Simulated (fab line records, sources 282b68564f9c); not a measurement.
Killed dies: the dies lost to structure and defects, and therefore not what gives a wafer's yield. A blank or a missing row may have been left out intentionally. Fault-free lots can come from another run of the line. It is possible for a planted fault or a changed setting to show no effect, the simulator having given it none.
Check of tool commonality -- flow rit-cmos -- Sampled: 15 lots, 45 wafers

REASON IT WAS OPENED
RIT_ACTIVE_THK_MEAS_02, reading ACTIVE_OXIDE_THK: flagged on 3 of 15 lots. No-fault wafers: 48.1 nm, standard deviation 0.9.
Rule: a lot is flagged when every wafer of it that has a number lies more than 4 standard deviations from that mean, or none has a number. As for the other lots, they are considered sound.

lot,measured,on,"ACTIVE_OXIDE_THK (nm), wafer by wafer",flag
L606,day 1 12:04,film-metro-01,48.1 48.5 49.1,
L607,day 1 17:03,film-metro-02,49.1 48.6 48.5,
L608,day 1 22:03,film-metro-01,47.9 47.3 47.7,
L611,day 2 13:04,film-metro-03,49.2 49.2 49.6,
L613,day 2 23:03,film-metro-01,49.1 50.1 49.5,
L616,day 3 14:04,film-metro-03,47.6 48.5 47.5,
L617,day 3 19:05,film-metro-02,49.7 49.4 49.4,
L618,day 4 00:04,film-metro-01,47.6 47.4 47.4,
L621,day 4 15:04,film-metro-01,46.8 47.4 46.7,
L622,day 4 20:04,film-metro-01,38.5 38.9 38.5,FLAGGED
L623,day 5 01:04,film-metro-02,39.4 39.0 39.4,FLAGGED
L624,day 5 06:15,film-metro-03,39.4 39.4 39.2,FLAGGED
L627,day 5 21:04,film-metro-01,47.4 47.5 47.3,
L628,day 6 02:04,film-metro-01,47.4 47.1 47.8,
L629,day 6 07:04,film-metro-02,46.4 46.8 47.2,
The numbers of the flagged lots are 39.1 nm on average: -9.0 nm against the usual, or -10 standard deviations.

WHICH TOOL EACH LOT WENT THROUGH
The record keeps 1 process step preceding the reading, out of 202 steps on the route. Each cell gives the tool, then ch followed by the chambers the sampled wafers passed through, then the start.
lot,flag,RIT_ACTIVE_OXIDATION_01
L606,,"furnace-02 ch 0, day 1 10:07"
L607,,"furnace-02 ch 0, day 1 15:07"
L608,,"furnace-04 ch 0, day 1 20:07"
L611,,"furnace-01 ch 0, day 2 11:07"
L613,,"furnace-01 ch 0, day 2 21:07"
L616,,"furnace-02 ch 0, day 3 12:07"
L617,,"furnace-04 ch 0, day 3 17:07"
L618,,"furnace-02 ch 0, day 3 22:07"
L621,,"furnace-04 ch 0, day 4 13:07"
L622,FLAGGED,"furnace-02 ch 0, day 4 18:07"
L623,FLAGGED,"furnace-02 ch 0, day 4 23:07"
L624,FLAGGED,"furnace-02 ch 0, day 5 04:17"
L627,,"furnace-01 ch 0, day 5 19:07"
L628,,"furnace-04 ch 0, day 6 00:07"
L629,,"furnace-04 ch 0, day 6 05:07"
What the steps here do:
- RIT_ACTIVE_OXIDATION_01: target thk 46.8 nm, ox time 3513 s.
- RIT_ACTIVE_THK_MEAS_02

FLAGGED AGAINST TOTAL, ONE TOOL AT A TIME (gauges that did the reading follow at the end)
step,tool,lots run,flagged,share of the flagged lots,sound lots run after its first flagged lot
RIT_ACTIVE_OXIDATION_01,furnace-01,3,0,none,-
RIT_ACTIVE_OXIDATION_01,furnace-02,7,3,all,0
RIT_ACTIVE_OXIDATION_01,furnace-04,5,0,none,-
RIT_ACTIVE_THK_MEAS_02,film-metro-01,8,1,some,"2 (L627,L628)"
RIT_ACTIVE_THK_MEAS_02,film-metro-02,4,1,some,1 (L629)
RIT_ACTIVE_THK_MEAS_02,film-metro-03,3,1,some,0

THE TABLE: WHAT IT ALLOWS
All flagged lots share 1 row of the table, namely furnace-02 at RIT_ACTIVE_OXIDATION_01.
- furnace-02 at RIT_ACTIVE_OXIDATION_01: 3 of its 7 lots flagged. It ran its last sound lot, L618, at day 3 22:07 and its first flagged lot, L622, at day 4 18:07: a fault with its onset between the two fits. Its own readings (spike-tc-centre-C, spike-tc-load-C, spike-tc-source-C, tube-center-temp-C, tube_center_temp_C_max) fall more than 4 standard deviations out on all wafers of the flagged lots.
One tool is left: furnace-02 at RIT_ACTIVE_OXIDATION_01.

WHAT WAS PUT IN BY THE SIMULATOR
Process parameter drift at RIT_ACTIVE_OXIDATION_01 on furnace-02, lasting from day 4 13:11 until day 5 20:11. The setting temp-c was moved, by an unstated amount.
Struck lots among those shown: L622, L623, L624. The same result came from the rule above.
